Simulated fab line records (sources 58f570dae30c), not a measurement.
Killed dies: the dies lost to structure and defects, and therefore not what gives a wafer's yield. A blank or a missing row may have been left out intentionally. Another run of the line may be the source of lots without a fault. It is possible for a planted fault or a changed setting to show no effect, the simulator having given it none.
Matching of chambers	flow berkeley_cmos170	4 sister chambers for UCB170_V1_CMP_02 on cmp-02
The step polishes SiO2. 4 wafers are shown with their chamber, then 8 later ones without.

== EACH WAFER AND ITS CHAMBER ==
wafer	chamber	motor_current_A (A)
L917.6	0	15.9
L918.4	2	17.5
L921.6	3	16.4
L924.3	1	16.3

== WAFERS WITH NO CHAMBER GIVEN ==
wafer	motor_current_A (A)
L924.4	16.6
L924.5	15.5
L927.2	17.5
L927.3	15.4
L927.5	18.0
L932.3	15.6
L932.4	18.4
L932.5	16.4

== WHICH CHAMBER EACH ONE RAN IN ==
wafer	from the rows above	in truth
L924.4	can't be placed: 3 or 1 or 0 or 2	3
L924.5	can't be placed: 0 or 1 or 3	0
L927.2	2	2
L927.3	can't be placed: 0 or 1 or 3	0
L927.5	2	2
L932.3	can't be placed: 0 or 1 or 3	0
L932.4	2	2
L932.5	can't be placed: 3 or 1 or 0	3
Correct placement for 3 of the 8. Cannot be placed on the basis of these rows: 5; the candidates contain the true chamber in 5. Number placed wrongly: 0.
How it was worked out, from the rows above alone: a wafer's distance from a chamber is the root of the sum, over the readings, of the square of ((its reading less the chamber's mean) divided by the reading's scatter). The wafer belongs to the nearest chamber; if the next one is less than 2 further off, it can't be placed. For every chamber, the mean is computed from those of its wafers that are shown. The scatter: with one shown wafer a chamber, the root of the mean of the squares of how far each hidden wafer lies from its nearest shown one.
